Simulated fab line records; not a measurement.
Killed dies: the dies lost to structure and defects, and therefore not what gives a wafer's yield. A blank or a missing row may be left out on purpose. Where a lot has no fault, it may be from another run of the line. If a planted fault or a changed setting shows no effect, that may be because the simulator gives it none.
fab line records | flow ritCmos
[record] lots = 15 wafers = 45 lastDay = 7
route steps=202 shown REOX@101
lots that met no fault: from a run of the same line without faults
startH: hours from the record's opening day to when the first of the lot's shown wafers began | waitH: hours elapsed since this lot's preceding step | " repeats the value in the row above | L1.1+2: one row covering several wafers at once | - either no value or no given start | * or withheld: withheld | < > ~ a bound
route shown NAME@n: names a module that has steps shown in the file, with the first one's number in the route | usual: mean and standard deviation over wafers with no fault | same: alike in all rows | chamber/n: place in a boat | sites: per-site readings | _std_site: the values' standard deviation | _edge_site: inner sites' mean taken away from outer sites' mean | radiusMm: how far each site lies from the wafer's centre | mask NAME#n: copy n | behind: the last tool/chamber to shape the wafer | hold: the reason the lot was held/the length of the hold in hours/how it ended | device: names the non-switching transistor (n, p or np) | end of line: tests run on the same wafers once the route is complete | a step without rows: its recipe alone | killed: the dies lost at the first sort to structure and to defects; this is not the yield of the wafer | map: dies across one wafer; x = killed, . = not, _ = none there
set.NAME: the setting as run; set.NAME@STEP: as run at that earlier step | model.NAME: the simulator's own value behind a step, which no gauge read
route steps across a sampled set of lots; one table per step, one row per wafer
services: the hour from which a tool's chamber was out of use, counted from the record's first day as startH (under 0 if before that day), plus the number of hours and why
[[steps]]
[step RIT_REOX_OXIDATION_03]
[recipe] tempC = 900 ambient = O2 targetThkA = 252 oxTimeS = 5580
[usual] oxTempC = 900.1/0.41
// columns lot.wafer tool chamber startH waitH oxTempC
L576.1 furnace-03 0 40.88 0.7 900.5
L576.2 " 0 " " 900.2
L576.4 " 0 " " 899.7
L577.1 furnace-04 0 48.73 1.3 899.7
L577.2 " 0 " " 900.0
L577.6 " 0 " " 899.5
L578.2 furnace-03 0 54.44 1.2 900.0
L578.4 " 0 " " 899.9
L578.6 " 0 " " 900.8
L580.1 furnace-04 0 62.13 1.3 899.8
L580.3 " 0 " " 900.1
L580.4 " 0 " " 899.8
L581.1 furnace-01 0 67.53 0.2 900.2
L581.3 " 0 " " 900.1
L581.5 " 0 " " 899.5
L582.1 furnace-03 0 73.56 1.2 899.8
L582.3 " 0 " " 900.5
L582.6 " 0 " " 900.0
L583.1 furnace-03 0 84.61 0.0 899.1
L583.2 " 0 " " 899.6
L583.3 " 0 " " 899.1
L585.1 furnace-01 0 89.26 1.7 900.6
L585.3 " 0 " " 900.3
L585.4 " 0 " " 900.3
L587.2 furnace-04 0 100.06 0.0 899.7
L587.3 " 0 " " 900.0
L587.6 " 0 " " 899.6
L588.1 furnace-01 0 103.28 1.0 900.1
L588.3 " 0 " " 899.8
L588.4 " 0 " " 900.3
L589.2 furnace-04 0 107.95 0.2 900.2
L589.5 " 0 " " 899.3
L589.6 " 0 " " 900.0
L590.2 furnace-01 0 113.30 1.6 900.1
L590.3 " 0 " " 900.0
L590.6 " 0 " " 899.5
L591.1 furnace-01 0 119.12 0.0 900.6
L591.4 " 0 " " 900.2
L591.5 " 0 " " 900.2
L596.1 furnace-04 0 144.07 1.1 900.6
L596.3 " 0 " " 899.5
L596.6 " 0 " " 899.7
L597.3 furnace-04 0 146.62 2.4 900.0
L597.4 " 0 " " 899.8
L597.6 " 0 " " 900.1
[step RIT_REOX_THK_MEAS_04]
[recipe] reads = SiO2_of_REOX_OXIDATION_03
[usual] REOX_OXIDE_THK = 25.4/0.56
// columns lot.wafer tool chamber startH waitH REOX_OXIDE_THK[nm]
L576.1 filmMetro-04 - 43.43 0.0 25.8
L576.2 " - " " 25.4
L576.4 " - " " 25.5
L577.1 filmMetro-01 - 51.28 0.0 24.6
L577.2 " - " " 25.0
L577.6 " - " " 24.5
L578.2 filmMetro-04 - 57.00 0.0 25.1
L578.4 " - " " 24.9
L578.6 " - " " 25.2
L580.1 filmMetro-01 - 64.68 0.0 24.8
L580.3 " - " " 24.5
L580.4 " - " " 24.7
L581.1 filmMetro-04 - 70.08 0.0 25.1
L581.3 " - " " 25.4
L581.5 " - " " 25.2
L582.1 filmMetro-04 - 76.11 0.0 25.7
L582.3 " - " " 25.7
L582.6 " - " " 25.5
L583.1 filmMetro-03 - 87.16 0.0 25.8
L583.2 " - " " 25.9
L583.3 " - " " 26.1
L585.1 filmMetro-01 - 91.81 0.0 24.9
L585.3 " - " " 25.4
L585.4 " - " " 25.1
L587.2 filmMetro-03 - 102.62 0.0 24.8
L587.3 " - " " 25.1
L587.6 " - " " 24.9
L588.1 filmMetro-03 - 105.83 0.0 14.6
L588.3 " - " " 14.6
L588.4 " - " " 14.9
L589.2 filmMetro-01 - 110.51 0.0 25.8
L589.5 " - " " 25.3
L589.6 " - " " 25.5
L590.2 filmMetro-03 - 115.86 0.0 15.0
L590.3 " - " " 15.2
L590.6 " - " " 15.2
L591.1 filmMetro-04 - 121.67 0.0 15.9
L591.4 " - " " 15.8
L591.5 " - " " 15.9
L596.1 filmMetro-03 - 146.62 0.0 26.5
L596.3 " - " " 26.1
L596.6 " - " " 26.1
L597.3 filmMetro-01 - 149.19 0.0 26.6
L597.4 " - " " 26.6
L597.6 " - " " 26.5
[[services]]
// columns tool chamber startH hours kind
furnace-03 - 29.08 3.2 pm
furnace-04 - 35.10 2.7 pm
furnace-01 - 70.08 5.2 pm
furnace-01 - 129.63 4.2 pm
[[key]]
[firstSign] step = RIT_REOX_THK_MEAS_04 reading = REOX_OXIDE_THK direction = down sigmas = 18 usual = 25.4 struck = 15.2
effect none on later readings
metAt RIT_REOX_OXIDATION_03
struckLots L588,L590,L591
testerLeftOut L588,L590,L591
onsetBetween 89.26 103.28
[fault] kind = processParameterDrift tool = furnace-01 chamber = - onsetH = 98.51 steps = RIT_REOX_OXIDATION_03 channel = oxTimeS offset = * shape = step endH = 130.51 actsIn = * stated = *
// testerLeftOut: of these lots the tester's yield and bins aren't shown, on N5 and GAA mostly nor the transistor test; their killed dies are dies lost to structure and defects alone, not to doping, threshold or leakage, so they don't give the yield
